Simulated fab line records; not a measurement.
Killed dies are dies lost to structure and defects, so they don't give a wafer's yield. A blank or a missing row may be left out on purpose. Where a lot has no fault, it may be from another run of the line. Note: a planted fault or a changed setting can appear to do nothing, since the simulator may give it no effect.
Code-filled problem report in 8D (eight disciplines) form    flow berkeley-cmos170    the parts of the form that need people (team, actions taken, sign-off) are left out

## 1. THE ISSUE
Wafers free of any fault read 694 nm (standard deviation 5.8) for CONTACT_PSG_THK at UCB170_CONTACT_THK_MEAS_02, against a mean of 742 nm on 6 wafers of 2 lots. Relative to the usual mean, that is a shift of +8.2 standard deviations.
Earliest sighting: wafer L393.2 on film-metro-03 at day 10 14:28. The record holds 42 wafers of 14 lots with a number at this step. Rule for "out", or "out of limits": more than 4 standard deviations from the usual mean. Any other wafer with a number is counted as sound.

## 2. WHAT IT IS, AND WHAT IT ISN'T
question                     is                            is not
which readings at this step  CONTACT_PSG_THK               -
which lots                   L393, L398                    L379, L380, L381, L382, L384, L385, L386, L388, L391, L395, L396, L402
which wafers of those lots   all that have a number        -
read on which gauges         film-metro-03, film-metro-04  film-metro-01
when                         from day 10 14:28             up to then (30 sound wafers); but 6 sound wafers of L396, L402 came after

## 3. WHAT RULES OUT EACH SUSPECT
Counting: a tool at a process step up to the reading stays a suspect if it ran every lot that is out and no sound lot after the first of them.
- the gauge at UCB170_CONTACT_THK_MEAS_02 has been ruled out. Those wafers that are out were read across 2 gauges (film-metro-03, film-metro-04).
- lpcvd-01 at UCB170_CONTACT_CVD_01 (deposits PSG from SiH4/O2/PH3, target thk 700 nm, time 2820 s): kept. It processed each lot that is out, first L393 at day 10 12:40, and no sound lot thereafter; up to then, the last sound lot it processed was L391 at day 9 17:58. Its own readings are out on those wafers: sih4-flow-sccm.
Left after counting: lpcvd-01 at UCB170_CONTACT_CVD_01.

## 4. THE CAUSE (what the simulator had put in)
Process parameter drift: lpcvd-01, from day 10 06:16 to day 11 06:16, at UCB170_CONTACT_CVD_01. From 60, the setting sih4-flow-sccm moved by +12. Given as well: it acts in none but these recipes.
Only this tool survived the counting.

## 5. THE EFFECT CHAIN, in route order
Each row: a reading whose mean over the struck wafers that have a number lies more than 3 standard deviations from the usual. Only readings whose record carries a usual standard deviation are examined. hours: median over the lots of the time between each lot's start at the first step of this table that gives one and its start at this step. sigmas: the change, counted in usual standard deviations.
hours  step                        reading          usual       on struck wafers  change  sigmas
0      UCB170_CONTACT_CVD_01       sih4-flow-sccm   60.04 sccm  72.24             +12.20  +81
2      UCB170_CONTACT_THK_MEAS_02  CONTACT_PSG_THK  694 nm      742               +48     +8.2
Process steps it contains:
- UCB170_CONTACT_CVD_01: deposits PSG from SiH4/O2/PH3, target thk 700 nm, time 2820 s.

## 6. HOW IT WOULD HAVE BEEN CAUGHT EARLIER
Counted from the fault's start at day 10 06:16, it took 8 hours until the first out-of-limits reading at a measuring or inspecting step in this record, taken at day 10 14:28.
At UCB170_CONTACT_CVD_01, the tool's own readings (sih4-flow-sccm) were out on each struck wafer the step has a row for, so an alarm limit on them would have fired on the first such wafer.
Among the 2 lots that are out, L398 began UCB170_CONTACT_CVD_01 on lpcvd-01 after day 10 14:28. Had the tool been put on hold then, it would have been spared.
